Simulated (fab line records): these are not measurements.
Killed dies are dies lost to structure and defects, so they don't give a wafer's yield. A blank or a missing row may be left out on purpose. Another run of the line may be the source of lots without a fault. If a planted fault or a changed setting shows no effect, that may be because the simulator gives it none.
Which tool is to blame? | flow ritCmos | Sampling: 14 lots, 42 wafers, 2 of 202 route steps

== WHAT EACH GAUGE READ, for each wafer ==
RIT_FOX2_THK_MEAS_91. Usual: FIELD_OXIDE_LEFT_2_THK gives 253 nm (standard deviation 6.4).
lot  | measured    | on           | FIELD_OXIDE_LEFT_2_THK (nm) | flag
L285 | day 2 09:17 | filmMetro-04 | 256 257 258                 | 
L286 | day 2 12:49 | filmMetro-04 | 249 244 253                 | 
L287 | day 2 19:45 | filmMetro-02 | 250 252 257                 | 
L288 | day 2 23:08 | filmMetro-02 | 245 245 247                 | 
L296 | day 4 16:41 | filmMetro-02 | 313 311 313                 | OFF
L297 | day 5 00:11 | filmMetro-04 | 321 318 322                 | OFF
L298 | day 5 05:22 | filmMetro-02 | 256 250 249                 | 
L299 | day 5 09:54 | filmMetro-03 | 252 257 256                 | 
L300 | day 5 15:14 | filmMetro-02 | 256 251 257                 | 
L301 | day 5 22:35 | filmMetro-02 | 254 258 256                 | 
L302 | day 5 23:08 | filmMetro-02 | 251 256 256                 | 
L305 | day 6 16:32 | filmMetro-03 | 256 256 260                 | 
L306 | day 6 21:23 | filmMetro-04 | 244 242 247                 | 
L308 | day 7 04:32 | filmMetro-04 | 249 246 251                 | 

== WHICH TOOL RAN EACH LOT (tool, then ch and the chambers of the sampled wafers, then the start) ==
lot  | RIT_GATE_WET_ETCH_00
L285 | wetBench-02 ch 2, day 2 08:40
L286 | wetBench-03 ch 0, day 2 12:21
L287 | wetBench-04 ch 1, day 2 19:20
L288 | wetBench-02 ch 0, day 2 22:44
L296 | wetBench-03 ch 2, day 4 16:15
L297 | wetBench-03 ch 1, day 4 23:43
L298 | wetBench-04 ch 0, day 5 04:56
L299 | wetBench-04 ch 1, day 5 09:29
L300 | wetBench-02 ch 0, day 5 14:49
L301 | wetBench-04 ch 3, day 5 22:10
L302 | wetBench-03 ch 3, day 5 22:42
L305 | wetBench-04 ch 0, day 6 16:06
L306 | wetBench-02 ch 3, day 6 20:56
L308 | wetBench-03 ch 2, day 7 04:05
- RIT_GATE_WET_ETCH_00: etches SiO2 in BOE, target depth 56 nm, time 60 s.

== WHAT THE TOOLS THEMSELVES READ (means of the sampled wafers that have a number; where no wafer has one, the mark that the record gives instead) ==
RIT_GATE_WET_ETCH_00. Usual: bathHeatDutyPct 1.6 %, standard deviation 0.35; runLengthS 88 s, standard deviation 3.2.
lot  | tool        | bathHeatDutyPct (%) | runLengthS (s) | flag
L285 | wetBench-02 | 2.0                 | 86             | 
L286 | wetBench-03 | 1.4                 | 92             | 
L287 | wetBench-04 | 1.6                 | 88             | 
L288 | wetBench-02 | 1.4                 | 88             | 
L296 | wetBench-03 | -                   | -              | OFF
L297 | wetBench-03 | -                   | -              | OFF
L298 | wetBench-04 | 1.8                 | 85             | 
L299 | wetBench-04 | 1.6                 | 86             | 
L300 | wetBench-02 | 1.6                 | 86             | 
L301 | wetBench-04 | 1.6                 | 86             | 
L302 | wetBench-03 | 1.9                 | 87             | 
L305 | wetBench-04 | 1.9                 | 92             | 
L306 | wetBench-02 | 1.8                 | 86             | 
L308 | wetBench-03 | 1.7                 | 86             | 

== THE ANSWER, worked out from the rows above alone ==
Rule: a lot is off if the mean of its wafers that have a number lies more than 3 standard deviations from the usual mean. A lot without any number at a reading at which 4 lots or more have one is off too. Where the step has rows for the other lots, those lots are counted as sound. The gauges are gone through in route order, then the tools' own readings, and for those a lot's mean is taken as printed above. At the first step where some lot is off, the reading lying furthest off is the one used; lots without a number count as furthest.
Off: L296, L297, at RIT_FOX2_THK_MEAS_91 (FIELD_OXIDE_LEFT_2_THK).
If a tool, at a process step before that reading, ran all the lots that are off and no sound lot after the first of them, it fits. Not tried: the gauges at RIT_FOX2_THK_MEAS_91; whatever is off there is also off at RIT_GATE_WET_ETCH_00, on other tools, and gauge error can't account for it. Not one of the candidates tried fits.

== WHAT THE SIMULATOR PUT IN ==
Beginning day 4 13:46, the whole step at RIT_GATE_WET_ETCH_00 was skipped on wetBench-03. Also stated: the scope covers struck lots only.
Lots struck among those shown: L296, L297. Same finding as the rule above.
